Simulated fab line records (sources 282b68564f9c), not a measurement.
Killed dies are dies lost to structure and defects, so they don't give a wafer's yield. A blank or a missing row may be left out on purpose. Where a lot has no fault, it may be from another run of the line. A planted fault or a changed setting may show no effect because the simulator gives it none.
8D (eight disciplines) problem report, filled in by code    flow rit-cmos    the parts of the form that need people (team, actions taken, sign-off) are left out

== 1. WHAT IS WRONG ==
Mean of heater-power-total-W at RIT_ACTIVE_SOFTBAKE_07: 35.54 W across 6 wafers in 2 lots; on wafers with no fault it is 34.56 W (standard deviation 0.048). That is +20 standard deviations from the usual mean.
The step: time 60 s.
The first sign was on wafer L105.1 at day 3 15:53, on litho-track-01. Wafers with a number at this step in the record: 42, from 14 lots. Rule for "out", or "out of limits": more than 4 standard deviations from the usual mean. All remaining wafers that have a number are taken as sound.

== 2. WHAT IT IS, AND WHAT IT ISN'T ==
question                     is                                  is not
which readings at this step  heater-power-total-W, plate-temp-C  -
which lots                   L105, L106                          L100, L109, L110, L112, L114, L116, L118, L995, L996, L997, L998, L999
which wafers of those lots   all that have a number              -
read on which tools          litho-track-01                      litho-track-02, litho-track-04
when                         from day 3 15:53                    up to then (18 sound wafers); but 18 sound wafers of L109, L110, L112, L114, L116, L118 came after

== 3. THE SUSPECTS, EACH WITH WHAT RULES IT OUT ==
Counting: any tool at a process step up to the reading is kept as a suspect provided that every lot that is out went through it and no sound lot did after the first of them.
- litho-track-01 at RIT_ACTIVE_SOFTBAKE_07 (time 60 s): kept. It processed each lot that is out, first L105 at day 3 15:53, and no sound lot thereafter; up to then, the last sound lot it processed was L100 at day 2 14:53. On those wafers its own readings are out: heater-power-total-W, plate-temp-C.
Left after counting: litho-track-01 at RIT_ACTIVE_SOFTBAKE_07.

== 4. THE CAUSE (what the simulator had put in) ==
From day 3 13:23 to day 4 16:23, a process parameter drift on litho-track-01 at RIT_ACTIVE_SOFTBAKE_07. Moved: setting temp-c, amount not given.
The count eliminated every tool but this one.

== 5. THE EFFECT CHAIN, in route order ==
Each row: a reading where the mean over the struck wafers with a number is more than 3 standard deviations away from the usual. Only readings whose record carries a usual standard deviation are examined. hours: median over the lots of the time between each lot's start at the first step of this table that gives one and its start at this step. sigmas: the change, counted in usual standard deviations.
hours  step                    reading               usual    on struck wafers  change  sigmas
0      RIT_ACTIVE_SOFTBAKE_07  heater-power-total-W  34.56 W  35.54             +0.98   +20
0      RIT_ACTIVE_SOFTBAKE_07  plate-temp-C          90.02 C  91.80             +1.78   +15
Process steps it contains:
- RIT_ACTIVE_SOFTBAKE_07: time 60 s.
Later measuring or inspecting steps at which every struck wafer that the step has a row for has a number for every such reading, and none has moved that far: RIT_ACTIVE_CD_MEAS_90, RIT_FOX2_THK_MEAS_90, RIT_NRETRO_OVL_MEAS_06.

== 6. HOW IT WOULD HAVE BEEN CAUGHT EARLIER ==
In this record the first reading out of limits was taken at day 3 15:53, 2 hours after the fault began at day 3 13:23.
